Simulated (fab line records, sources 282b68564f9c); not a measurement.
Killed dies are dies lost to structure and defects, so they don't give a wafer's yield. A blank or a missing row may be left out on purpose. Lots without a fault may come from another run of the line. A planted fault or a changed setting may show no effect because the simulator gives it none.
Split-lot experiment | flow rit_cmos | 5 lots, 23 wafers read, on a route of 202 steps

THE SPLIT
At RIT_FOX2_OXIDATION_00 (target thk 350.7 nm, ox time 1130 s), the setting temp_c was moved away from the recipe's 1100 C on 15 of the 23 wafers read, by -2.6% to -0.9%. The other wafers ran this setting at the recipe's value.

FROM THE SPLIT TO THE READING: what the file shows between them, 33 steps
- RIT_FOX2_THK_MEAS_01
- RIT_FOX2_CLEAN_02: cleans in dHF, time 180 s
- RIT_FOX2_WET_ETCH_03: etches Si3N4 in H3PO4, target depth 195 nm, time 2700 s
- RIT_FOX2_THK_MEAS_90
- RIT_NWELL_COAT_01: resist thk 1300 nm (also split here: resist_thk_nm)
- RIT_NWELL_SOFTBAKE_02: time 60 s
- RIT_NWELL_EXPOSE_03: exposes mask M2, target cd 43900 nm
- RIT_NWELL_DEVELOP_05: develop time 68 s
- RIT_NWELL_HARDBAKE_07: time 120 s
- RIT_NWELL_IMPLANT_08 (also split here: dose_cm2)
- RIT_NWELL_STRIP_09: strips in O2, time 180 s
- RIT_NWELL_TW_MEAS_10
- RIT_PWELL_COAT_01: resist thk 1300 nm (also split here: spin_rpm)
- RIT_PWELL_SOFTBAKE_02: time 60 s
- RIT_PWELL_EXPOSE_03: exposes mask M3, target cd 43700 nm
- RIT_PWELL_DEVELOP_05: develop time 68 s
- RIT_PWELL_HARDBAKE_07: time 120 s
- RIT_PWELL_IMPLANT_08
- RIT_PWELL_STRIP_09: strips in O2, time 180 s
- RIT_WELLDRIVE_ANNEAL_00: time 14700 s
- RIT_WELLDRIVE_RS_MEAS_01: measures by four-point-probe
- RIT_NRETRO_COAT_01: resist thk 1300 nm (also split here: resist_thk_nm)
- RIT_NRETRO_SOFTBAKE_02: time 60 s
- RIT_NRETRO_EXPOSE_03: exposes mask M4, target cd 43900 nm
- RIT_NRETRO_DEVELOP_05: develop time 68 s
- RIT_NRETRO_HARDBAKE_07: time 120 s
- RIT_NRETRO_IMPLANT_08 (also split here: energy_kev)
- RIT_NRETRO_STRIP_09: strips in O2, time 180 s
- RIT_NRETRO_TW_MEAS_10
- RIT_PRETRO_IMPLANT_08 (also split here: energy_kev)
- RIT_PRETRO_STRIP_09: strips in O2, time 180 s
- RIT_GATE_CLEAN_03: cleans in SC2, time 600 s
- RIT_GATE_CLEAN_04: cleans in dHF, time 60 s

THE READING
FIELD_OXIDE_LEFT_2_THK, in nm, at RIT_FOX2_THK_MEAS_91. Fault-free wafers of this fab line usually give 251 nm, standard deviation 6.2 nm.

wafer  | tool, chamber at the split | temp_c as run, C | against the recipe | FIELD_OXIDE_LEFT_2_THK, nm | against lot-mates on the recipe
L078.2 | -, -                       | 1090             | -0.9%              | 230                        | no lot-mate on the recipe
L078.3 | -, -                       | 1090             | -0.9%              | 239                        | no lot-mate on the recipe
L078.4 | -, -                       | 1090             | -0.9%              | 235                        | no lot-mate on the recipe
L078.5 | -, -                       | 1090             | -0.9%              | 239                        | no lot-mate on the recipe
L078.6 | -, -                       | 1090             | -0.9%              | 234                        | no lot-mate on the recipe
L080.2 | furnace-01, 0              | 1100             | recipe             | 241                        | -
L080.4 | furnace-01, 0              | 1100             | recipe             | 239                        | -
L080.6 | furnace-01, 0              | 1100             | recipe             | 249                        | -
L082.1 | -, -                       | 1071             | -2.6%              | 213                        | no lot-mate on the recipe
L082.2 | -, -                       | 1071             | -2.6%              | 212                        | no lot-mate on the recipe
L082.3 | -, -                       | 1071             | -2.6%              | 206                        | no lot-mate on the recipe
L082.4 | -, -                       | 1071             | -2.6%              | 209                        | no lot-mate on the recipe
L082.5 | -, -                       | 1071             | -2.6%              | 214                        | no lot-mate on the recipe
L083.1 | -, -                       | 1100             | recipe             | 256                        | -
L083.2 | -, -                       | 1100             | recipe             | 252                        | -
L083.3 | -, -                       | 1100             | recipe             | 253                        | -
L083.4 | -, -                       | 1100             | recipe             | 255                        | -
L083.6 | -, -                       | 1100             | recipe             | 256                        | -
L084.2 | -, -                       | 1083             | -1.5%              | 221                        | no lot-mate on the recipe
L084.3 | -, -                       | 1083             | -1.5%              | 223                        | no lot-mate on the recipe
L084.4 | -, -                       | 1083             | -1.5%              | 223                        | no lot-mate on the recipe
L084.5 | -, -                       | 1083             | -1.5%              | 230                        | no lot-mate on the recipe
L084.6 | -, -                       | 1083             | -1.5%              | 226                        | no lot-mate on the recipe

THE FIT
A straight line over all 23 wafers: FIELD_OXIDE_LEFT_2_THK changes by +15.1 nm for each +1% of temp_c; r = +0.96; the points scatter about the line by 4.8 nm.
Too few moved wafers have a lot-mate on the recipe to fit a line with each lot's own level taken away.

THE WHOLE CHAIN: every reading that the file lists as answering this split, in the file's order
step                  | what it does                        | reading                                                                           | change (the file's fit)              | r (the file's)
RIT_FOX2_OXIDATION_00 | target thk 350.7 nm, ox time 1130 s | SiO2_of_FOX2_OXIDATION_00.thk_nm (the simulator's own value, which no gauge read) | +15.3 nm for each +1% of the setting | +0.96
RIT_FOX2_THK_MEAS_01  |                                     | FOX2_OXIDE_THK                                                                    | +15.3 for each +1% of the setting    | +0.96
RIT_FOX2_THK_MEAS_90  |                                     | FIELD_OXIDE_LEFT_1_THK                                                            | +15 for each +1% of the setting      | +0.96
RIT_FOX2_THK_MEAS_91  |                                     | FIELD_OXIDE_LEFT_2_THK                                                            | +15.1 for each +1% of the setting    | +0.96

THE FILE'S OWN FIT
FIELD_OXIDE_LEFT_2_THK changes by +15.1 nm for each +1% of temp_c, r = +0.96.
